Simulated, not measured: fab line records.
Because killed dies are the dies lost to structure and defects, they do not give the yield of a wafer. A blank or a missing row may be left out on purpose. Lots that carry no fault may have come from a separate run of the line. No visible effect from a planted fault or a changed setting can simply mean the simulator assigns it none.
fab line records -- flow berkeleyCmos170
record lots=6, wafers=18, lastDay=12
route steps=331 shown CONTACT@222
lots with no fault: from the same line, run without faults
startH: hours from the record's first day to the start of the lot's first wafer shown -- waitH: time in hours since the lot's previous step -- " identical to the entry in the row above -- L1.1+2: a row that stands for several wafers -- - no value, or no start was given -- * or withheld: withheld -- < > ~ a bound
route shown NAME@n: a module of which the file shows steps, and the number in the route of the first -- usual: mean and standard deviation over wafers with no fault -- same: alike in all rows -- chamber/n: place in a boat -- sites: each site's reading -- _std_site: the values' standard deviation -- _edge_site: the outer-site mean with the inner-site mean subtracted -- radiusMm: for every site, how far away it sits from the centre of the wafer -- mask NAME#n: copy n -- behind: tool/chamber where the wafer was last shaped -- hold: the reason the lot was held/the length of the hold in hours/how it ended -- device: which transistor (n, p or np) failed to switch -- end of line: tests run on the same wafers once the route is complete -- a step with no rows: only its recipe -- killed: the dies lost at the first sort to structure and to defects; this is not the yield of the wafer -- map: a wafer's dies, x killed, . not, _ none there
set.NAME: the setting as run; set.NAME@STEP: as run at that earlier step -- model.NAME: the simulator's own value behind a step, which no gauge read
lots at some steps of the route; a table a step, a row a wafer
services: the hour from which a tool's chamber was out of use, counted from the record's first day as startH (under 0 if before that day), plus the number of hours and why
## steps
# step UCB170_CONTACT_STRIP_06
# recipe chemistry=O2, powerW=400, pressureMtorr=3500, platenTempC=withheld, o2FlowSccm=400, overashFraction=0.5
# usual drypumpMotorCurrentA=5.6/0.65, oesProductAu=0.735/0.0042, stripTimeToEndpointS=21.96/0.071
lot.wafer,tool,chamber,startH,waitH,drypumpMotorCurrentA,oesProductAu,rfHoursCounterH,stripTimeToEndpointS
L964.1,plasmaAsher-01,1,167.42,0.1,5.5,0.737,39,21.86
L964.5,plasmaAsher-01,1,167.42,0.1,5.5,0.741,-,21.90
L964.6,plasmaAsher-01,0,167.42,0.1,4.8,0.733,-,21.92
L976.3,plasmaAsher-04,1,226.24,0.1,6.1,0.735,-,22.03
L976.5,plasmaAsher-04,0,226.24,0.1,6.7,0.731,-,21.97
L976.6,plasmaAsher-04,1,226.24,0.1,6.1,0.736,-,22.03
L974.2,plasmaAsher-01,0,226.58,0.1,4.8,0.731,45,21.95
L974.3,plasmaAsher-01,0,226.58,0.1,4.8,0.738,-,21.94
L974.5,plasmaAsher-01,1,226.58,0.1,5.5,0.736,-,22.00
L975.2,plasmaAsher-04,0,228.44,0.1,6.7,0.736,14,21.78
L975.3,plasmaAsher-04,0,228.44,0.1,6.7,0.737,-,21.79
L975.6,plasmaAsher-04,0,228.44,0.1,6.7,0.733,-,21.79
L984.2,plasmaAsher-01,1,262.05,0.1,5.5,0.734,49,21.90
L984.3,plasmaAsher-01,1,262.05,0.1,5.5,0.737,-,21.96
L984.6,plasmaAsher-01,0,262.05,0.1,4.7,0.742,-,21.94
L986.2,plasmaAsher-02,0,275.31,0.1,5.1,0.729,58,21.90
L986.3,plasmaAsher-02,1,275.31,0.1,5.8,0.734,-,21.89
L986.5,plasmaAsher-02,1,275.31,0.1,5.8,0.740,-,21.86
# step UCB170_CONTACT_CLEAN_07
# recipe chemistry=SPM, tempC=120, timeS=600
# step UCB170_CONTACT_RTA_08
# recipe tempC=900, timeS=10, ambient=N2
# usual lampPowerPct=23.7/1.8, wafer_temp_C_max=906.4/1.6
lot.wafer,tool,chamber,startH,waitH,lampPowerPct,wafer_temp_C_max
L964.1,rtpAnneal-01,0,168.92,0.0,21.9,905.0
L964.5,rtpAnneal-01,0,168.92,0.0,21.9,904.0
L964.6,rtpAnneal-01,0,168.92,0.0,21.9,906.0
L976.3,rtpAnneal-01,0,226.50,0.0,21.9,904.3
L976.5,rtpAnneal-01,0,226.50,0.0,21.9,904.7
L976.6,rtpAnneal-01,0,226.50,0.0,21.9,904.2
L974.2,rtpAnneal-02,0,226.87,0.0,25.5,908.3
L974.3,rtpAnneal-02,0,226.87,0.0,25.5,908.0
L974.5,rtpAnneal-02,0,226.87,0.0,25.5,907.0
L975.2,rtpAnneal-01,0,228.72,0.0,21.9,905.6
L975.3,rtpAnneal-01,0,228.72,0.0,21.9,905.6
L975.6,rtpAnneal-01,0,228.72,0.0,21.9,905.2
L984.2,rtpAnneal-01,0,262.54,0.0,21.9,905.0
L984.3,rtpAnneal-01,0,262.54,0.0,21.9,905.1
L984.6,rtpAnneal-01,0,262.54,0.0,21.9,905.9
L986.2,rtpAnneal-02,0,275.61,0.0,25.4,907.5
L986.3,rtpAnneal-02,0,275.61,0.0,25.4,908.3
L986.5,rtpAnneal-02,0,275.61,0.0,25.4,907.6
# step UCB170_CONTACT_COAT_09
# recipe resist=BARC, tempC=withheld, timeS=withheld, spinRpm=3000, resistThkNm=withheld
# step UCB170_CONTACT_COAT_10
# recipe resist=KrF, spinRpm=1500, resistThkNm=900
# step UCB170_CONTACT_SOFTBAKE_11
# recipe resist=KrF, tempC=130, timeS=60
# step UCB170_CONTACT_EXPOSE_12
# recipe maskId=CONT, targetCdNm=700, na=0.5, sigmaOuter=0.6, sourceShape=conventional, doseMj=35
# step UCB170_CONTACT_PEB_13
# recipe pebTempC=130, pebTimeS=withheld, resist=KrF
# step UCB170_CONTACT_DEVELOP_14
# recipe developer=TMAH, developTimeS=45, resist=KrF, devTempC=21
# step UCB170_CONTACT_CD_MEAS_15
# recipe targetCdNm=700
# usual cdNm=700.2/1.3
lot.wafer,tool,chamber,startH,waitH,cdNm
L964.1,cdSem-01,-,169.83,-,702.0
L964.5,cdSem-01,-,169.83,-,700.4
L964.6,cdSem-01,-,169.83,-,701.3
L976.3,cdSem-01,-,227.55,-,701.9
L976.5,cdSem-01,-,227.55,-,701.9
L976.6,cdSem-01,-,227.55,-,701.2
L974.2,cdSem-01,-,227.79,-,702.0
L974.3,cdSem-01,-,227.79,-,701.6
L974.5,cdSem-01,-,227.79,-,701.3
L975.2,cdSem-02,-,230.17,-,697.2
L975.3,cdSem-02,-,230.17,-,698.1
L975.6,cdSem-02,-,230.17,-,699.5
L984.2,cdSem-02,-,264.40,-,700.4
L984.3,cdSem-02,-,264.40,-,700.4
L984.6,cdSem-02,-,264.40,-,698.8
L986.2,cdSem-02,-,276.53,-,700.8
L986.3,cdSem-02,-,276.53,-,701.7
L986.5,cdSem-02,-,276.53,-,700.6
# step UCB170_CONTACT_OVL_MEAS_16
# usual CONTACT_OVL=1/6.1
lot.wafer,tool,chamber,startH,waitH,CONTACT_OVL[nm]
L964.1,overlay-02,-,169.95,0.1,10
L964.5,overlay-02,-,169.95,0.1,14
L964.6,overlay-02,-,169.95,0.1,10
L976.3,overlay-02,-,227.64,0.1,5
L976.5,overlay-02,-,227.64,0.1,12
L976.6,overlay-02,-,227.64,0.1,5
L974.2,overlay-02,-,227.89,0.1,-12
L974.3,overlay-02,-,227.89,0.1,-2
L974.5,overlay-02,-,227.89,0.1,-5
L975.2,overlay-02,-,230.28,0.1,6
L975.3,overlay-02,-,230.28,0.1,0
L975.6,overlay-02,-,230.28,0.1,2
L984.2,overlay-01,-,264.51,0.1,0
L984.3,overlay-01,-,264.51,0.1,8
L984.6,overlay-01,-,264.51,0.1,-1
L986.2,overlay-01,-,276.63,0.1,4
L986.3,overlay-01,-,276.63,0.1,5
L986.5,overlay-01,-,276.63,0.1,-5
# step UCB170_CONTACT_ETCH_17
# recipe chemistry=N2/H2, targetDepthA=withheld, overetchA=withheld, target=BARC, timeS=withheld, sourceW=500, biasW=100, pressureMtorr=30, n2FlowSccm=100, h2FlowSccm=200
# usual drypumpMotorCurrentA=5.6/0.44, oesProductAu=1.000/0.016, throttleValvePct=13.26/0.18
lot.wafer,tool,chamber,startH,waitH,drypumpMotorCurrentA,oesProductAu,throttleValvePct
L964.1,rieDiel-02,0,169.99,0.0,4.8,0.974,13.34
L964.5,rieDiel-02,2,169.99,0.0,6.0,0.985,13.16
L964.6,rieDiel-02,3,169.99,0.0,5.9,1.006,13.20
L976.3,rieDiel-04,1,227.67,0.0,5.2,0.998,13.06
L976.5,rieDiel-04,2,227.67,0.0,5.2,1.016,13.24
L976.6,rieDiel-04,1,227.67,0.0,5.3,1.003,13.07
L974.2,rieDiel-02,1,227.92,0.0,5.9,0.994,13.29
L974.3,rieDiel-02,3,227.92,0.0,5.9,1.024,13.20
L974.5,rieDiel-02,2,227.92,0.0,6.0,0.998,13.16
L975.2,rieDiel-02,0,230.31,0.0,4.8,0.972,13.34
L975.3,rieDiel-02,1,230.31,0.0,5.8,0.984,13.29
L975.6,rieDiel-02,3,230.31,0.0,5.8,1.013,13.21
L984.2,rieDiel-01,0,264.54,0.0,5.4,1.027,13.48
L984.3,rieDiel-01,3,264.54,0.0,6.1,0.985,13.41
L984.6,rieDiel-01,3,264.54,0.0,6.1,0.986,13.42
L986.2,rieDiel-04,1,276.66,0.0,5.3,0.987,13.07
L986.3,rieDiel-04,2,276.66,0.0,5.2,1.006,13.26
L986.5,rieDiel-04,3,276.66,0.0,6.1,0.999,12.90
# step UCB170_CONTACT_ETCH_18
# recipe chemistry=CHF3/CF4/Ar, target=PSG, stopOn=TiSi2, CHF3_flow_sccm=45, cf4FlowSccm=15, Ar_flow_sccm=150, pressureMtorr=200, rfW=700, targetDepthA=8400, overEtchFrac=0.2, timeS=195
# usual drypumpMotorCurrentA=5.6/0.44, oesProductAu=0.895/0.014, runLengthS=223.4/0.38, throttleValvePct=6.92/0.12
lot.wafer,tool,chamber,startH,waitH,drypumpMotorCurrentA,oesProductAu,rfHoursCounterH,runLengthS,throttleValvePct,model.KrF_of_CONTACT_COAT_10.thkNm
L964.1,rieDiel-02,0,170,-,4.8,0.870,112,224.0,6.97,689.6
L964.5,rieDiel-02,2,170,-,6.0,0.877,-,224.0,6.84,692.1
L964.6,rieDiel-02,3,170,-,5.9,0.897,-,223.6,6.89,694.4
L976.3,rieDiel-04,1,227,-,5.3,0.901,81,223.2,6.77,692.8
L976.5,rieDiel-04,2,227,-,5.1,0.901,-,223.3,6.91,689.9
L976.6,rieDiel-04,1,227,-,5.3,0.902,-,223.2,6.80,696.5
L974.2,rieDiel-02,1,227,-,5.8,0.950,1,214.3,6.97,704.1
L974.3,rieDiel-02,3,227,-,5.9,0.970,49,213.9,6.89,701.1
L974.5,rieDiel-02,2,228,-,6.0,0.951,-,214.2,6.84,701.4
L975.2,rieDiel-02,0,230,-,4.8,0.918,115,214.2,6.97,702.4
L975.3,rieDiel-02,1,230,-,5.9,0.942,1,214.6,6.98,705
L975.6,rieDiel-02,3,230,-,5.8,0.965,-,214.1,6.89,706.5
L984.2,rieDiel-01,0,264,-,5.4,0.921,52,223.3,7.10,692
L984.3,rieDiel-01,3,264,-,6.0,0.895,86,223.4,7.01,694.6
L984.6,rieDiel-01,3,264,-,6.0,0.879,-,223.3,7.01,696.7
L986.2,rieDiel-04,1,276,-,5.3,0.899,83,223.1,6.76,693
L986.3,rieDiel-04,2,276,-,5.1,0.902,116,223.0,6.92,689.3
L986.5,rieDiel-04,3,276,-,6.0,0.884,-,223.5,6.68,687.3
# step UCB170_CONTACT_STRIP_19
# recipe chemistry=O2, powerW=400, pressureMtorr=3500, platenTempC=withheld, o2FlowSccm=400, overashFraction=0.5
# usual drypumpMotorCurrentA=5.8/0.66, oesProductAu=0.726/0.0046
lot.wafer,tool,chamber,startH,waitH,drypumpMotorCurrentA,oesProductAu,rfHoursCounterH
L964.1,plasmaAsher-04,1,170.16,-,6.1,0.723,7
L964.5,plasmaAsher-04,1,170.16,-,6.0,0.722,-
L964.6,plasmaAsher-04,0,170.16,-,6.7,0.726,-
L976.3,plasmaAsher-02,1,227.87,-,5.8,0.717,-
L976.5,plasmaAsher-02,1,227.87,-,5.8,0.722,-
L976.6,plasmaAsher-02,0,227.87,-,5.1,0.720,-
L974.2,plasmaAsher-02,0,228.09,-,5.1,0.729,53
L974.3,plasmaAsher-02,0,228.09,-,5.1,0.728,-
L974.5,plasmaAsher-02,0,228.09,-,5.1,0.726,-
L975.2,plasmaAsher-01,0,230.48,-,4.8,0.719,46
L975.3,plasmaAsher-01,0,230.48,-,4.8,0.725,-
L975.6,plasmaAsher-01,1,230.48,-,5.5,0.723,-
L984.2,plasmaAsher-01,0,264.71,-,4.8,0.723,49
L984.3,plasmaAsher-01,1,264.71,-,5.5,0.728,-
L984.6,plasmaAsher-01,1,264.71,-,5.5,0.724,-
L986.2,plasmaAsher-02,1,276.83,-,5.8,0.723,59
L986.3,plasmaAsher-02,1,276.83,-,5.8,0.723,-
L986.5,plasmaAsher-02,1,276.83,-,5.8,0.717,-
## services
tool,chamber,startH,hours,kind
plasmaAsher-01,-,157.65,0.6,repair
plasmaAsher-02,-,158.13,6.6,pm
rieDiel-01,-,160.03,1.0,repair
rieDiel-04,1,165.43,3.0,repair
rieDiel-01,1,165.58,-,clean
rieDiel-01,1,165.58,19.2,scheduledDown
rieDiel-01,1,165.58,19.2,ventCycle
rieDiel-02,1,189.88,-,clean
rieDiel-02,1,189.88,18.7,scheduledDown
rieDiel-02,1,189.88,18.7,ventCycle
rieDiel-04,0,253.11,6.5,repair
rieDiel-04,2,259.17,15.0,repair
## key
firstSign step=UCB170_CONTACT_ETCH_18, reading=runLengthS, direction=down, sigmas=24, usual=*, struck=*
effect step=UCB170_CONTACT_ETCH_18, reading=oesProductAu, direction=up, sigmas=3.8, usual=0.895, struck=0.949
modelEffect step=UCB170_CONTACT_ETCH_18, value=KrF_of_CONTACT_COAT_10.thkNm, without=694.2, struck=703.4
metAt UCB170_CONTACT_ETCH_18
struckWafers L974.2,L974.3,L974.5,L975.2,L975.3,L975.6
testerLeftOut L974,L975
onsetBetween 170 227
fault kind=processParameterDrift, tool=rieDiel-02, chamber=-, onsetH=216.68, steps=UCB170_CONTACT_ETCH_18, channel=timeS, offset=*, shape=step, endH=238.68, actsIn=*, stated=*
# testerLeftOut: of these lots the tester's yield and bins aren't shown, on N5 and GAA mostly nor the transistor test; their killed dies are dies lost to structure and defects alone, not to doping, threshold or leakage, so they don't give the yield
